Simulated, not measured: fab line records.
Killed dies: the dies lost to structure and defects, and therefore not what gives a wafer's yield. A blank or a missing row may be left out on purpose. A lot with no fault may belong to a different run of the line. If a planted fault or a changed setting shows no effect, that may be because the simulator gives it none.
Code-filled problem report in 8D (eight disciplines) form -- flow berkeley-cmos170 -- the parts of the form that need people (team, actions taken, sign-off) are left out

1. WHAT WENT WRONG
GATE_POLY_THK at UCB170_GATE_THK_MEAS_05 reads a mean of 391.7 nm on 3 wafers of 1 lot; wafers without a fault read 214.1 nm with a standard deviation of 1.9. Measured from the usual mean, that is +93 standard deviations.
Seen first at day 8 02:04 on film-metro-02, wafer L369.1. The record has a number at this step for 39 wafers belonging to 13 lots. The rule behind "out" and "out of limits": a value lying over 4 standard deviations away from the usual mean. All remaining wafers that have a number are taken as sound.

2. WHAT IT IS, WHAT IT ISN'T
question,is,is not
which readings at this step,GATE_POLY_THK,-
which lots,L369,"L360, L361, L363, L365, L366, L367, L375, L376, L377, L378, L379, L380"
which wafers of those lots,all that have a number,-
read on which gauges,film-metro-02,film-metro-03
when,from day 8 02:04,"up to then (18 sound wafers); but 18 sound wafers of L375, L376, L377, L378, L379, L380 came after"

3. WHAT RULES OUT EACH SUSPECT
Counting: a tool at any process step up to the reading remains a suspect when it ran all the lots that are out and ran no sound lot after the first of those.
- ruled out: the gauge at UCB170_GATE_THK_MEAS_05. All the wafers that are out were read on film-metro-02, but those of them that UCB170_GATE_ETCH_15 has rows for are out there too, on other tools.
- lpcvd-02 at UCB170_GATE_CVD_04 (deposits poly-Si from SiH4, time 1440 s, target thk 214 nm): kept. It ran the lot that is out, L369 (day 8 00:40), and no sound lot after that; its last sound lot up to then is L366 (day 7 06:59).
After counting, what remains is lpcvd-02 at UCB170_GATE_CVD_04.

4. THE CAUSE (what the simulator had put in)
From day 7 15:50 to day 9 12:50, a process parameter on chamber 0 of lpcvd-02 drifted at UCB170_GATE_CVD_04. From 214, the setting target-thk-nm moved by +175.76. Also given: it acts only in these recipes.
This tool alone remained once counting was done.

5. SEQUENCE OF EFFECTS, ordered by route
Each row: a reading where the mean over the struck wafers with a number is more than 3 standard deviations away from the usual. Readings are gone through only where the record gives a usual standard deviation; hours: the median, over the lots, of the time from a lot's start at the first step in this table giving one to that lot's start at this step; sigmas: the change measured in usual standard deviations.
hours,step,reading,usual,on struck wafers,change,sigmas
0,UCB170_GATE_THK_MEAS_05,GATE_POLY_THK,214.1 nm,391.7,+177.6,+93
1,UCB170_GATE_ETCH_15,oes-product-au,0.824 a.u.,0.981,+0.157,+9.3
Process steps it contains:
- UCB170_GATE_ETCH_15: etches poly-Si in HBr/Cl2, stops on SiO2, time 56.3 s, target depth 278.2 nm.
Later steps that measure or inspect, where all struck wafers having a row at the step show a number for every such reading and not one has moved that far: UCB170_GATE_OVL_MEAS_13.

6. HOW IT WOULD HAVE BEEN CAUGHT EARLIER
The first out-of-limits reading at a measuring or inspecting step in this record came at day 8 02:04, 10 hours after the fault's start at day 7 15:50.
Tool readings at UCB170_GATE_CVD_04 with a usual standard deviation given in the record: none out on any struck wafer, hence no alarm at a limit of 4 standard deviations on them.
Each of the lots that are out, 1 in all, had begun UCB170_GATE_CVD_04 on lpcvd-02 no later than day 8 02:04. A hold on the tool at that time would have spared none of them.
